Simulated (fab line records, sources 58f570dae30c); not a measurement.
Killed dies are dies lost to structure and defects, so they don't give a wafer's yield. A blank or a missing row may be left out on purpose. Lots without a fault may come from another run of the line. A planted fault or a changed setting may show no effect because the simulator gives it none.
fab line records | flow berkeley_cmos170
record lots=5 wafers=15 last_day=12
route steps=331 shown PWELL@34 WELLDRIVE@55 ACTIVE@60
lots that met no fault: from a run of the same line without faults
start_h: hours from the record's first day to the start of the lot's first wafer shown | wait_h: hours since the lot's step before | " the same as in the row above | L1.1+2: a row that stands for several wafers | - no value, or no start given | * or withheld: withheld | < > ~ a bound
route shown NAME@n: a module of which the file shows steps, and the number in the route of the first | usual: mean/standard deviation of fault-free wafers | same: alike in all rows | chamber/n: place in a boat | sites: the reading at each site | _std_site: their standard deviation | _edge_site: outer sites' mean less inner sites' | radius_mm: how far each site lies from the wafer's centre | mask NAME#n: copy n | behind: the tool/chamber that last shaped the wafer | hold: why the lot was held/for how many hours/how that ended | device: the transistor (n, p or np) that didn't switch | end of line: the same wafers' tests at the end of the route | a step without rows: its recipe alone | killed: dies lost to structure and defects at the first sort, not the wafer's yield | map: a wafer's dies, x killed, . not, _ none there
set.NAME: the setting as run; set.NAME@STEP: as run at that earlier step | model.NAME: the simulator's own value behind a step, which no gauge read
lots at some steps of the route; a table a step, a row a wafer
services: from which hour (start_h, from the record's first day; less than 0 if before it) a tool's chamber was out of use, for how many hours, and why
## steps
# step UCB170_PWELL_CLEAN_00
# recipe chemistry=SPM temp_c=120 time_s=600
# usual bath_guard_temp_C=120.0/0.83
# columns lot.wafer tool chamber start_h wait_h bath_guard_temp_C
L084.1 wet_bench-03 1 90.91 0.0 120.2
L084.5 " 1 " " 120.3
L084.6 " 1 " " 119.8
L088.2 wet_bench-01 0 109.81 0.1 121.3
L088.5 " 0 " " 121.5
L088.6 " 0 " " 121.3
L091.2 wet_bench-01 1 131.15 0.4 119.0
L091.4 " 1 " " 118.9
L091.6 " 1 " " 118.6
L093.1 wet_bench-03 3 141.43 0.1 119.0
L093.4 " 3 " " 119.2
L093.5 " 3 " " 119.2
L095.3 wet_bench-02 3 151.36 0.6 120.1
L095.4 " 3 " " 119.7
L095.6 " 3 " " 119.9
# step UCB170_PWELL_CLEAN_01
# recipe chemistry=dHF dilution=25:1 time_s=60
# columns lot.wafer tool chamber start_h wait_h
L084.1+5+6 wet_bench-02 2 91.09 0.0
L088.2+5+6 wet_bench-01 1 110.02 0.0
L091.2+4+6 wet_bench-02 0 131.36 0.0
L093.1+4+5 wet_bench-03 0 141.60 0.0
L095.3+4+6 wet_bench-02 3 151.57 0.0
# step UCB170_PWELL_OXIDATION_02
# recipe temp_c=1000 ambient=O2 target_thk_a=264 ox_time_s=1260
# usual tube_center_temp_C_max=1002.6/0.43
# same ox_time_s=1260
# columns lot.wafer tool chamber start_h wait_h tube_center_temp_C_max
L084.1 furnace-02 0 94.90 3.8 1002.1
L084.5 " 0 " " 1002.6
L084.6 " 0 " " 1002.6
L088.2 furnace-01 0 114.72 4.7 1002.4
L088.5 " 0 " " 1002.9
L088.6 " 0 " " 1002.4
L091.2 furnace-04 0 134.54 3.2 1002.3
L091.4 " 0 " " 1002.2
L091.6 " 0 " " 1002.7
L093.1 furnace-04 0 146.07 4.4 1002.4
L093.4 " 0 " " 1002.7
L093.5 " 0 " " 1002.5
L095.3 furnace-02 0 155.06 3.5 1002.7
L095.4 " 0 " " 1003.0
L095.6 " 0 " " 1002.1
# step UCB170_PWELL_THK_MEAS_03
# recipe reads=SiO2_of_PWELL_OXIDATION_02
# usual PWELL_OXIDE_THK=26.5/0.54
# columns lot.wafer tool chamber start_h wait_h PWELL_OXIDE_THK[nm]
L084.1 film_metro-01 - 96.25 0.0 27.0
L084.5 " - " " 27.0
L084.6 " - " " 26.7
L088.2 film_metro-03 - 116.08 0.0 26.1
L088.5 " - " " 26.4
L088.6 " - " " 25.9
L091.2 film_metro-01 - 135.90 0.0 25.9
L091.4 " - " " 25.8
L091.6 " - " " 26.1
L093.1 film_metro-03 - 147.42 0.0 26.1
L093.4 " - " " 26.0
L093.5 " - " " 26.0
L095.3 film_metro-01 - 156.43 0.0 25.7
L095.4 " - " " 25.6
L095.6 " - " " 25.7
# step UCB170_PWELL_ANNEAL_04
# recipe temp_c=1000 time_s=900 ambient=N2
# usual tube_center_temp_C_max=1002.6/0.43
# columns lot.wafer tool chamber start_h wait_h tube_center_temp_C_max
L084.1 furnace-02 0 97.58 1.3 1002.5
L084.5 " 0 " " 1002.2
L084.6 " 0 " " 1002.8
L088.2 furnace-02 0 121.03 4.9 1002.7
L088.5 " 0 " " 1002.3
L088.6 " 0 " " 1002.6
L091.2 furnace-01 0 140.95 5.0 1002.5
L091.4 " 0 " " 1003.2
L091.6 " 0 " " 1003.6
L093.1 furnace-02 0 150.31 2.9 1002.8
L093.4 " 0 " " 1002.4
L093.5 " 0 " " 1002.8
L095.3 furnace-02 0 160.82 4.4 1002.8
L095.4 " 0 " " 1002.2
L095.6 " 0 " " 1002.2
# step UCB170_PWELL_CVD_05
# recipe material=Si3N4 target_thk_nm=220 temp_c=800 precursor=SiH2Cl2/NH3 time_s=3300 pressure_mtorr=200 sih2cl2_flow_sccm=25 nh3_flow_sccm=75
# usual sih2cl2_flow_sccm=25.00/0.076
# columns lot.wafer tool chamber start_h wait_h sih2cl2_flow_sccm
L084.1 lpcvd-02 0 99.97 1.1 25.02
L084.5 " 0 " " 25.02
L084.6 " 0 " " 25.14
L088.2 lpcvd-01 0 122.28 0.0 25.03
L088.5 " 0 " " 25.04
L088.6 " 0 " " 24.99
L091.2 lpcvd-01 1 142.20 0.0 24.85
L091.4 " 1 " " 24.85
L091.6 " 1 " " 24.96
L093.1 lpcvd-02 1 151.67 0.1 25.02
L093.4 " 1 " " 25.03
L093.5 " 1 " " 25.02
L095.3 lpcvd-02 0 162.07 0.0 24.96
L095.4 " 0 " " 24.95
L095.6 " 0 " " 25.03
# step UCB170_PWELL_THK_MEAS_06
# recipe reads=Si3N4_of_PWELL_CVD_05
# usual PWELL_NITRIDE_THK=219.5/2.2
# columns lot.wafer tool chamber start_h wait_h PWELL_NITRIDE_THK[nm]
L084.1 film_metro-01 - 101.88 0.0 215.1
L084.5 " - " " 216.4
L084.6 " - " " 216.3
L088.2 film_metro-03 - 124.21 0.0 221.1
L088.5 " - " " 220.6
L088.6 " - " " 219.5
L091.2 film_metro-03 - 144.13 0.0 221.0
L091.4 " - " " 219.3
L091.6 " - " " 219.1
L093.1 film_metro-01 - 153.59 0.0 221.0
L093.4 " - " " 216.7
L093.5 " - " " 218.6
L095.3 film_metro-03 - 164.01 0.0 220.1
L095.4 " - " " 221.1
L095.6 " - " " 217.9
# step UCB170_PWELL_HMDS_07
# recipe prime_time_s=60 prime_temp_c=100
# columns lot.wafer tool chamber start_h wait_h
L084.1+5+6 litho_track-04 0 101.94 0.1
L088.2+5+6 litho_track-03 0 124.59 0.4
L091.2+4+6 litho_track-03 0 144.35 0.2
L093.1+4+5 litho_track-01 0 154.18 0.6
L095.3+4+6 litho_track-04 0 164.46 0.4
# step UCB170_PWELL_COAT_08
# recipe resist=KrF spin_rpm=1500 resist_thk_nm=900
# usual spin_speed_rpm=1500.1/0.8
# columns lot.wafer tool chamber start_h wait_h spin_speed_rpm
L084.1 litho_track-04 0 102.09 0.1 1499.8
L084.5 " 0 " " 1501.6
L084.6 " 0 " " 1499.9
L088.2 litho_track-03 0 124.74 0.1 1499.6
L088.5 " 0 " " 1500.4
L088.6 " 0 " " 1499.6
L091.2 litho_track-03 0 144.50 0.1 1500.8
L091.4 " 0 " " 1500.6
L091.6 " 0 " " 1499.4
L093.1 litho_track-01 0 154.33 0.1 1499.2
L093.4 " 0 " " 1500.6
L093.5 " 0 " " 1501.1
L095.3 litho_track-04 0 164.61 0.1 1499.3
L095.4 " 0 " " 1499.6
L095.6 " 0 " " 1499.1
# step UCB170_PWELL_SOFTBAKE_09
# recipe resist=KrF temp_c=130 time_s=60
# columns lot.wafer tool chamber start_h wait_h
L084.1+5+6 litho_track-04 0 102.24 0.1
L088.2+5+6 litho_track-03 0 124.89 0.1
L091.2+4+6 litho_track-03 0 144.65 0.1
L093.1+4+5 litho_track-01 0 154.48 0.1
L095.3+4+6 litho_track-04 0 164.76 0.1
# step UCB170_PWELL_EXPOSE_10
# recipe mask_id=PWELL target_cd_nm=3000 na=0.5 sigma_outer=0.6 source_shape=conventional dose_mj=19
# same na=0.5
# columns lot.wafer tool chamber start_h wait_h mask
L084.1+5+6 krf_scanner-01 0 102.52 0.2 PWELL#0
L088.2+5+6 krf_scanner-01 0 125.07 0.2 PWELL#0
L091.2+4+6 krf_scanner-02 0 144.92 0.2 PWELL#0
L093.1+4+5 krf_scanner-02 0 154.75 0.2 PWELL#0
L095.3+4+6 krf_scanner-01 0 165.09 0.3 PWELL#0
# step UCB170_PWELL_PEB_11
# recipe peb_temp_c=130 peb_time_s=withheld resist=KrF
# columns lot.wafer tool chamber start_h wait_h
L084.1+5+6 litho_track-03 0 102.91 0.4
L088.2+5+6 litho_track-03 0 125.32 0.2
L091.2+4+6 litho_track-03 0 145.25 0.3
L093.1+4+5 litho_track-04 0 155.48 0.7
L095.3+4+6 litho_track-01 0 165.22 0.1
# step UCB170_PWELL_DEVELOP_12
# recipe developer=TMAH develop_time_s=45 resist=KrF dev_temp_c=21
# columns lot.wafer tool chamber start_h wait_h
L084.1+5+6 litho_track-03 0 - -
L088.2+5+6 litho_track-03 0 - -
L091.2+4+6 litho_track-03 0 - -
L093.1+4+5 litho_track-04 0 - -
L095.3+4+6 litho_track-01 0 - -
# step UCB170_PWELL_OVL_MEAS_13
# usual PWELL_OVL=3/4.5
# columns lot.wafer tool chamber start_h wait_h PWELL_OVL[nm]
L084.1 overlay-01 - 103.19 - 0
L084.5 " - " " 10
L084.6 " - " " 4
L088.2 overlay-01 - 125.57 - 8
L088.5 " - " " 1
L088.6 " - " " 0
L091.2 overlay-01 - 145.51 - 0
L091.4 " - " " 4
L091.6 " - " " 6
L093.1 overlay-01 - 155.75 - -1
L093.4 " - " " 5
L093.5 " - " " 2
L095.3 overlay-02 - 165.46 - 2
L095.4 " - " " 1
L095.6 " - " " 1
# step UCB170_PWELL_ETCH_14
# recipe chemistry=CH3F/Ar/O2 target=Si3N4 stop_on=SiO2 CH3F_flow_sccm=20 Ar_flow_sccm=50 O2_flow_sccm=7 pressure_mtorr=50 rf_w=450 target_depth_a=2420 over_etch_frac=0.1 time_s=151
# usual drypump_motor_current_A=5.7/0.35 oes_product_au=0.940/0.021 throttle_valve_pct=8.08/0.11
# columns lot.wafer tool chamber start_h wait_h drypump_motor_current_A oes_product_au rf_hours_counter_h throttle_valve_pct
L084.1 rie_diel-03 1 103.22 0.0 5.0 0.960 41 8.05
L084.5 " 0 " " 5.6 0.912 - 8.01
L084.6 " 1 " " 5.0 0.954 - 8.06
L088.2 rie_diel-01 1 125.60 0.0 5.7 0.947 72 8.02
L088.5 " 1 " " 5.6 0.949 - 8.00
L088.6 " 0 " " 5.7 0.914 - 8.13
L091.2 rie_diel-02 1 145.54 0.0 6.5 0.935 14 8.06
L091.4 " 2 " " 5.7 0.946 82 8.16
L091.6 " 2 " " 5.7 0.939 - 8.17
L093.1 rie_diel-03 1 155.79 0.0 5.0 0.982 43 8.05
L093.4 " 0 " " 5.6 0.904 83 8.03
L093.5 " 3 " " 5.9 0.955 - 7.88
L095.3 rie_diel-02 0 165.48 0.0 6.3 0.924 108 8.38
L095.4 " 2 " " 5.7 0.932 84 8.18
L095.6 " 2 " " 5.7 0.931 - 8.16
# step UCB170_PWELL_IMPLANT_15
# recipe species=B dose_cm2=4.884e+12 energy_kev=60 tilt_deg=7
# columns lot.wafer tool chamber start_h wait_h
L084.1+5+6 implanter-02 0 103.32 0.1
L088.2+5+6 implanter-04 0 125.73 0.1
L091.2+4+6 implanter-03 0 145.67 0.1
L093.1+4+5 implanter-04 0 155.89 0.1
L095.3+4+6 implanter-02 0 165.63 0.1
# step UCB170_PWELL_STRIP_16
# recipe chemistry=O2 power_w=400 pressure_mtorr=3500 platen_temp_c=withheld o2_flow_sccm=400 overash_fraction=0.5
# usual drypump_motor_current_A=6.2/0.37 oes_product_au=0.721/0.0043 strip_time_to_endpoint_s=18.07/0.094
# columns lot.wafer tool chamber start_h wait_h drypump_motor_current_A oes_product_au rf_hours_counter_h strip_time_to_endpoint_s
L084.1 plasma_asher-02 0 103.47 0.1 5.6 0.721 30 18.09
L084.5 " 0 " " 5.6 0.718 - 18.12
L084.6 " 1 " " 6.6 0.719 - 18.06
L088.2 plasma_asher-03 0 125.85 0.1 5.9 0.720 1 18.08
L088.5 " 0 " " 6.0 0.722 - 18.18
L088.6 " 1 " " 5.7 0.725 - 18.02
L091.2 plasma_asher-01 1 145.79 0.1 6.0 0.719 44 18.05
L091.4 " 1 " " 6.0 0.720 - 18.05
L091.6 " 0 " " 6.5 0.725 - 18.06
L093.1 plasma_asher-01 0 156.04 0.1 6.5 0.726 45 18.00
L093.4 " 1 " " 6.0 0.722 - 18.08
L093.5 " 0 " " 6.5 0.721 - 18.18
L095.3 plasma_asher-03 0 165.76 0.1 6.0 0.717 - 18.09
L095.4 " 1 " " 5.8 0.715 - 18.04
L095.6 " 0 " " 5.9 0.720 - 18.07
# step UCB170_PWELL_TW_MEAS_17
# usual PWELL_TW=374.5/3
# columns lot.wafer tool chamber start_h wait_h PWELL_TW
L084.1 film_metro-04 - 103.57 0.1 377.0
L084.5 " - " " 377.2
L084.6 " - " " 375.7
L088.2 film_metro-04 - 125.96 0.1 376.2
L088.5 " - " " 377.9
L088.6 " - " " 377.5
L091.2 film_metro-04 - 145.92 0.1 375.0
L091.4 " - " " 375.2
L091.6 " - " " 377.7
L093.1 film_metro-01 - 156.14 0.1 367.9
L093.4 " - " " 370.5
L093.5 " - " " 372.8
L095.3 film_metro-04 - 165.85 0.1 377.8
L095.4 " - " " 380.2
L095.6 " - " " 378.8
# step UCB170_PWELL_CLEAN_18
# recipe chemistry=SPM temp_c=120 time_s=600
# usual bath_guard_temp_C=119.9/0.76
# columns lot.wafer tool chamber start_h wait_h bath_guard_temp_C
L084.1 wet_bench-02 1 103.63 0.1 120.4
L084.5 " 1 " " 120.8
L084.6 " 1 " " 120.9
L088.2 wet_bench-01 3 126.17 0.2 119.7
L088.5 " 3 " " 119.3
L088.6 " 3 " " 119.8
L091.2 wet_bench-01 2 146.28 0.3 120.0
L091.4 " 2 " " 119.8
L091.6 " 2 " " 120.4
L093.1 wet_bench-01 3 156.20 0.1 119.8
L093.4 " 3 " " 119.6
L093.5 " 3 " " 120.0
L095.3 wet_bench-02 1 165.92 0.1 120.5
L095.4 " 1 " " 120.5
L095.6 " 1 " " 120.5
# step UCB170_PWELL_WET_ETCH_19
# recipe chemistry=H3PO4 target=Si3N4 temp_c=160 time_s=14400
# usual bath_guard_temp_C=160.0/0.56
# columns lot.wafer tool chamber start_h wait_h bath_guard_temp_C
L084.1 wet_bench-03 2 103.81 0.0 159.8
L084.5 " 2 " " 159.6
L084.6 " 2 " " 159.5
L088.2 wet_bench-03 0 129.55 3.2 159.0
L088.5 " 0 " " 158.9
L088.6 " 0 " " 159.1
L091.2 wet_bench-03 2 148.26 1.8 159.9
L091.4 " 2 " " 159.7
L091.6 " 2 " " 159.4
L093.1 wet_bench-01 3 156.41 0.0 159.4
L093.4 " 3 " " 159.4
L093.5 " 3 " " 159.9
L095.3 wet_bench-02 1 166.10 0.0 160.4
L095.4 " 1 " " 160.7
L095.6 " 1 " " 160.7
# step UCB170_PWELL_WET_ETCH_20
# recipe chemistry=BOE dilution=5:1 target=SiO2 temp_c=25 time_s=22
# columns lot.wafer tool chamber start_h wait_h
L084.1+5+6 wet_bench-03 1 108.55 0.7
L088.2+5+6 wet_bench-01 1 133.56 0.0
L091.2+4+6 wet_bench-02 2 152.36 0.1
L093.1+4+5 wet_bench-03 2 161.18 0.0
L095.3+4+6 wet_bench-03 0 170.11 0.0
# step UCB170_WELLDRIVE_CLEAN_00
# recipe chemistry=SPM temp_c=120 time_s=600
# usual bath_guard_temp_C=119.9/0.7
# columns lot.wafer tool chamber start_h wait_h bath_guard_temp_C
L084.1 wet_bench-01 0 109.30 0.7 121.3
L084.5 " 0 " " 121.8
L084.6 " 0 " " 121.4
L088.2 wet_bench-01 0 133.57 0.0 121.0
L088.5 " 0 " " 121.5
L088.6 " 0 " " 121.6
L091.2 wet_bench-03 2 152.46 0.1 119.6
L091.4 " 2 " " 119.7
L091.6 " 2 " " 119.5
L093.1 wet_bench-01 1 161.19 0.0 119.0
L093.4 " 1 " " 119.2
L093.5 " 1 " " 118.9
L095.3 wet_bench-03 1 170.12 0.0 120.0
L095.4 " 1 " " 119.9
L095.6 " 1 " " 120.3
# step UCB170_WELLDRIVE_OXIDATION_01
# recipe temp_c=1100 ambient=O2 target_thk_a=1990 ox_time_s=9000
# usual tube_center_temp_C_max=1102.8/0.47
# same ox_time_s=9000
# columns lot.wafer tool chamber start_h wait_h tube_center_temp_C_max
L084.1 furnace-04 0 113.78 4.3 1102.1
L084.5 " 0 " " 1102.9
L084.6 " 0 " " 1102.8
L088.2 furnace-01 0 134.54 0.8 1103.8
L088.5 " 0 " " 1102.4
L088.6 " 0 " " 1102.8
L091.2 furnace-01 0 155.72 3.1 1102.9
L091.4 " 0 " " 1102.4
L091.6 " 0 " " 1102.9
L093.1 furnace-02 0 166.02 4.6 1102.7
L093.4 " 0 " " 1102.7
L093.5 " 0 " " 1103.1
L095.3 furnace-01 0 174.52 4.2 1102.9
L095.4 " 0 " " 1102.6
L095.6 " 0 " " 1103.5
# step UCB170_WELLDRIVE_THK_MEAS_02
# recipe reads=SiO2_of_WELLDRIVE_OXIDATION_01
# usual WELLDRIVE_OXIDE_THK=199/3.9
# columns lot.wafer tool chamber start_h wait_h WELLDRIVE_OXIDE_THK[nm]
L084.1 film_metro-02 - 117.42 0.1 202
L084.5 " - " " 201
L084.6 " - " " 203
L088.2 film_metro-02 - 138.05 0.0 201
L088.5 " - " " 203
L088.6 " - " " 202
L091.2 film_metro-01 - 159.23 0.0 196
L091.4 " - " " 195
L091.6 " - " " 196
L093.1 film_metro-01 - 169.52 0.0 195
L093.4 " - " " 196
L093.5 " - " " 191
L095.3 film_metro-03 - 178.04 0.0 197
L095.4 " - " " 197
L095.6 " - " " 196
# step UCB170_WELLDRIVE_ANNEAL_03
# recipe temp_c=1100 time_s=900 ambient=N2
# usual tube_center_temp_C_max=1102.8/0.47
# columns lot.wafer tool chamber start_h wait_h tube_center_temp_C_max
L084.1 furnace-01 0 117.57 0.1 1102.6
L084.5 " 0 " " 1102.3
L084.6 " 0 " " 1102.7
L088.2 furnace-01 0 142.20 4.1 1103.0
L088.5 " 0 " " 1102.7
L088.6 " 0 " " 1102.3
L091.2 furnace-04 0 162.87 3.6 1102.5
L091.4 " 0 " " 1102.2
L091.6 " 0 " " 1102.7
L093.1 furnace-04 0 173.62 4.1 1103.0
L093.4 " 0 " " 1102.7
L093.5 " 0 " " 1103.2
L095.3 furnace-01 0 180.77 2.7 1103.1
L095.4 " 0 " " 1102.8
L095.6 " 0 " " 1102.7
# step UCB170_WELLDRIVE_WET_ETCH_04
# recipe chemistry=BOE dilution=5:1 target=SiO2 temp_c=25 time_s=120
# columns lot.wafer tool chamber start_h wait_h
L084.1+5+6 wet_bench-02 3 118.82 0.0
L088.2+5+6 wet_bench-02 2 143.45 0.0
L091.2+4+6 wet_bench-02 3 164.97 0.8
L093.1+4+5 wet_bench-01 3 174.87 0.0
L095.3+4+6 wet_bench-01 0 182.02 0.0
# step UCB170_ACTIVE_CLEAN_00
# recipe chemistry=SPM temp_c=120 time_s=600
# usual bath_guard_temp_C=119.9/0.81
# columns lot.wafer tool chamber start_h wait_h bath_guard_temp_C
L084.1 wet_bench-01 0 118.92 0.1 121.4
L084.5 " 0 " " 121.3
L084.6 " 0 " " 121.5
L088.2 wet_bench-03 3 143.50 0.0 119.1
L088.5 " 3 " " 119.1
L088.6 " 3 " " 119.0
L091.2 wet_bench-02 2 165.20 0.2 119.3
L091.4 " 2 " " 120.0
L091.6 " 2 " " 119.5
L093.1 wet_bench-01 0 174.93 0.0 121.3
L093.4 " 0 " " 121.6
L093.5 " 0 " " 121.1
L095.3 wet_bench-02 0 182.07 0.0 119.6
L095.4 " 0 " " 119.9
L095.6 " 0 " " 119.7
# step UCB170_ACTIVE_CLEAN_01
# recipe chemistry=dHF dilution=25:1 time_s=60
# columns lot.wafer tool chamber start_h wait_h
L084.1+5+6 wet_bench-01 3 119.30 0.2
L088.2+5+6 wet_bench-03 2 143.67 0.0
L091.2+4+6 wet_bench-02 1 165.72 0.3
L093.1+4+5 wet_bench-02 3 175.16 0.0
L095.3+4+6 wet_bench-03 1 182.26 0.0
# step UCB170_ACTIVE_OXIDATION_02
# recipe temp_c=1000 ambient=O2 target_thk_a=264 ox_time_s=1260
# usual tube_center_temp_C_max=1002.5/0.4
# same ox_time_s=1260
# columns lot.wafer tool chamber start_h wait_h tube_center_temp_C_max
L084.1 furnace-04 0 123.13 3.8 1003.5
L084.5 " 0 " " 1003.3
L084.6 " 0 " " 1002.5
L088.2 furnace-04 0 147.42 3.7 1002.1
L088.5 " 0 " " 1002.1
L088.6 " 0 " " 1002.8
L091.2 furnace-01 0 170.32 4.6 1002.6
L091.4 " 0 " " 1003.0
L091.6 " 0 " " 1002.1
L093.1 furnace-02 0 179.62 4.4 1002.6
L093.4 " 0 " " 1002.6
L093.5 " 0 " " 1002.5
L095.3 furnace-01 0 186.22 3.9 1002.9
L095.4 " 0 " " 1002.3
L095.6 " 0 " " 1002.3
# step UCB170_ACTIVE_THK_MEAS_03
# recipe reads=SiO2_of_ACTIVE_OXIDATION_02
# usual ACTIVE_OXIDE_THK=26.7/0.49
# columns lot.wafer tool chamber start_h wait_h ACTIVE_OXIDE_THK[nm]
L084.1 film_metro-04 - 124.48 0.0 26.2
L084.5 " - " " 26.8
L084.6 " - " " 26.2
L088.2 film_metro-02 - 148.78 0.0 27.1
L088.5 " - " " 27.6
L088.6 " - " " 27.0
L091.2 film_metro-03 - 171.71 0.0 25.6
L091.4 " - " " 26.3
L091.6 " - " " 26.1
L093.1 film_metro-02 - 180.97 0.0 26.5
L093.4 " - " " 26.3
L093.5 " - " " 26.7
L095.3 film_metro-04 - 187.59 0.0 27.2
L095.4 " - " " 27.1
L095.6 " - " " 27.5
# step UCB170_ACTIVE_ANNEAL_04
# recipe temp_c=1000 time_s=900 ambient=N2
# usual tube_center_temp_C_max=1002.5/0.41
# columns lot.wafer tool chamber start_h wait_h tube_center_temp_C_max
L084.1 furnace-01 0 129.10 4.6 1002.3
L084.5 " 0 " " 1002.5
L084.6 " 0 " " 1001.9
L088.2 furnace-04 0 151.52 2.7 1002.9
L088.5 " 0 " " 1002.6
L088.6 " 0 " " 1003.7
L091.2 furnace-04 0 176.21 4.5 1002.3
L091.4 " 0 " " 1002.2
L091.6 " 0 " " 1002.1
L093.1 furnace-04 0 184.54 3.6 1002.0
L093.4 " 0 " " 1002.8
L093.5 " 0 " " 1002.6
L095.3 furnace-01 0 191.75 4.2 1002.4
L095.4 " 0 " " 1002.4
L095.6 " 0 " " 1002.7
# step UCB170_ACTIVE_CVD_05
# recipe material=Si3N4 target_thk_nm=220 temp_c=800 precursor=SiH2Cl2/NH3 time_s=3300 pressure_mtorr=200 sih2cl2_flow_sccm=25 nh3_flow_sccm=75
# usual sih2cl2_flow_sccm=25.02/0.069
# columns lot.wafer tool chamber start_h wait_h sih2cl2_flow_sccm
L084.1 lpcvd-02 1 130.35 0.0 25.10
L084.5 " 1 " " 25.01
L084.6 " 1 " " 25.02
L088.2 lpcvd-01 0 153.14 0.4 25.02
L088.5 " 0 " " 24.96
L088.6 " 0 " " 25.16
L091.2 lpcvd-01 1 177.46 0.0 25.05
L091.4 " 1 " " 25.02
L091.6 " 1 " " 25.00
L093.1 lpcvd-02 0 185.79 0.0 25.01
L093.4 " 0 " " 25.03
L093.5 " 0 " " 24.94
L095.3 lpcvd-01 0 193.69 0.7 24.93
L095.4 " 0 " " 25.00
L095.6 " 0 " " 24.97
# step UCB170_ACTIVE_THK_MEAS_06
# recipe reads=Si3N4_of_ACTIVE_CVD_05
# usual ACTIVE_NITRIDE_THK=219.7/1.7
# columns lot.wafer tool chamber start_h wait_h ACTIVE_NITRIDE_THK[nm]
L084.1 film_metro-03 - 132.27 0.0 219.3
L084.5 " - " " 219.7
L084.6 " - " " 217.4
L088.2 film_metro-03 - 155.06 0.0 218.5
L088.5 " - " " 219.6
L088.6 " - " " 218.5
L091.2 film_metro-04 - 179.38 0.0 219.7
L091.4 " - " " 220.0
L091.6 " - " " 219.7
L093.1 film_metro-04 - 187.71 0.0 221.4
L093.4 " - " " 220.4
L093.5 " - " " 221.3
L095.3 film_metro-04 - 195.63 0.0 218.7
L095.4 " - " " 218.8
L095.6 " - " " 217.9
# step UCB170_ACTIVE_HMDS_07
# recipe prime_time_s=60 prime_temp_c=100
# columns lot.wafer tool chamber start_h wait_h
L084.1+5+6 litho_track-02 0 132.44 0.2
L088.2+5+6 litho_track-02 0 155.55 0.5
L091.2+4+6 litho_track-02 0 179.46 0.1
L093.1+4+5 litho_track-01 0 188.48 0.8
L095.3+4+6 litho_track-01 0 195.72 0.1
# step UCB170_ACTIVE_COAT_08
# recipe resist=KrF spin_rpm=1500 resist_thk_nm=900
# usual spin_speed_rpm=1499.7/0.9
# columns lot.wafer tool chamber start_h wait_h spin_speed_rpm
L084.1 litho_track-02 0 132.59 0.1 1499.3
L084.5 " 0 " " 1500.9
L084.6 " 0 " " 1501.3
L088.2 litho_track-02 0 155.70 0.1 1499.3
L088.5 " 0 " " 1498.9
L088.6 " 0 " " 1499.6
L091.2 litho_track-02 0 179.61 0.1 1498.3
L091.4 " 0 " " 1501.2
L091.6 " 0 " " 1499.1
L093.1 litho_track-01 0 188.63 0.1 1498.9
L093.4 " 0 " " 1498.4
L093.5 " 0 " " 1497.8
L095.3 litho_track-01 0 195.87 0.1 1499.1
L095.4 " 0 " " 1500.1
L095.6 " 0 " " 1498.8
# step UCB170_ACTIVE_SOFTBAKE_09
# recipe resist=KrF temp_c=130 time_s=58.8
# columns lot.wafer tool chamber start_h wait_h
L084.1+5+6 litho_track-02 0 132.74 0.1
L088.2+5+6 litho_track-02 0 155.85 0.1
L091.2+4+6 litho_track-02 0 179.76 0.1
L093.1+4+5 litho_track-01 0 188.78 0.1
L095.3+4+6 litho_track-01 0 196.02 0.1
# step UCB170_ACTIVE_EXPOSE_10
# recipe mask_id=ACTIVE target_cd_nm=1200 na=0.5 sigma_outer=0.6 source_shape=conventional dose_mj=20
# same na=0.5
# columns lot.wafer tool chamber start_h wait_h mask
L084.1+5+6 krf_scanner-02 0 133.02 0.3 ACTIVE#0
L088.2+5+6 krf_scanner-01 0 156.00 0.1 ACTIVE#0
L091.2+4+6 krf_scanner-01 0 180.27 0.5 ACTIVE#0
L093.1+4+5 krf_scanner-01 0 188.94 0.1 ACTIVE#0
L095.3+4+6 krf_scanner-02 0 196.40 0.4 ACTIVE#0
# step UCB170_ACTIVE_PEB_11
# recipe peb_temp_c=130 peb_time_s=withheld resist=KrF
# columns lot.wafer tool chamber start_h wait_h
L084.1+5+6 litho_track-01 0 133.23 0.2
L088.2+5+6 litho_track-04 0 156.60 0.6
L091.2+4+6 litho_track-02 0 180.39 0.1
L093.1+4+5 litho_track-02 0 189.38 0.4
L095.3+4+6 litho_track-02 0 196.98 0.6
# step UCB170_ACTIVE_DEVELOP_12
# recipe developer=TMAH develop_time_s=45 resist=KrF dev_temp_c=21
# columns lot.wafer tool chamber start_h wait_h
L084.1+5+6 litho_track-01 0 - -
L088.2+5+6 litho_track-04 0 - -
L091.2+4+6 litho_track-02 0 - -
L093.1+4+5 litho_track-02 0 - -
L095.3+4+6 litho_track-02 0 - -
# step UCB170_ACTIVE_CD_MEAS_13
# recipe target_cd_nm=1200
# usual cd_nm=1200.5/1.5
# columns lot.wafer tool chamber start_h wait_h cd_nm
L084.1 cd_sem-02 - 133.51 - 1203.1
L084.5 " - " " 1203.7
L084.6 " - " " 1203.6
L088.2 cd_sem-02 - 156.87 - 1200.3
L088.5 " - " " 1199.8
L088.6 " - " " 1200.4
L091.2 cd_sem-02 - 180.66 - 1197.7
L091.4 " - " " 1199.8
L091.6 " - " " 1199.1
L093.1 cd_sem-01 - 189.65 - 1198.5
L093.4 " - " " 1198.4
L093.5 " - " " 1199.0
L095.3 cd_sem-01 - 197.24 - 1197.5
L095.4 " - " " 1198.1
L095.6 " - " " 1198.8
# step UCB170_ACTIVE_OVL_MEAS_14
# usual ACTIVE_OVL=1/6.3
# columns lot.wafer tool chamber start_h wait_h ACTIVE_OVL[nm]
L084.1 overlay-01 - 133.63 0.1 0
L084.5 " - " " 4
L084.6 " - " " -10
L088.2 overlay-02 - 156.98 0.1 1
L088.5 " - " " 4
L088.6 " - " " -1
L091.2 overlay-02 - 180.77 0.1 -1
L091.4 " - " " -2
L091.6 " - " " -1
L093.1 overlay-01 - 189.77 0.1 1
L093.4 " - " " 0
L093.5 " - " " 1
L095.3 overlay-02 - 197.34 0.1 -9
L095.4 " - " " 9
L095.6 " - " " -5
## services
# columns tool chamber start_h hours kind
krf_scanner-01 - 73.62 3.6 pm
krf_scanner-01 - 78.20 22.5 repair
implanter-03 - 86.72 3.4 repair
rie_diel-03 - 94.77 1.0 repair
krf_scanner-01 - 100.87 1.4 repair
furnace-01 - 105.39 3.7 pm
lpcvd-01 - 106.39 6.1 pm
plasma_asher-03 - 108.75 9.0 pm
rie_diel-02 - 110.20 4.0 pm
krf_scanner-02 - 124.68 1.3 pm
krf_scanner-02 - 125.98 1.0 pm
furnace-02 - 137.87 3.6 pm
plasma_asher-03 - 140.71 2.9 repair
krf_scanner-02 - 151.22 0.6 repair
plasma_asher-03 - 156.29 0.7 repair
krf_scanner-01 - 157.59 0.6 repair
rie_diel-01 0 159.02 2.0 repair
rie_diel-03 - 164.36 0.3 repair
krf_scanner-01 - 167.51 1.3 pm
krf_scanner-02 - 170.22 0.8 pm
rie_diel-02 - 178.72 1.2 repair
implanter-04 - 191.84 2.4 pm
furnace-02 - 192.57 4.2 pm
rie_diel-02 - 196.01 2.8 pm
## key
fault none
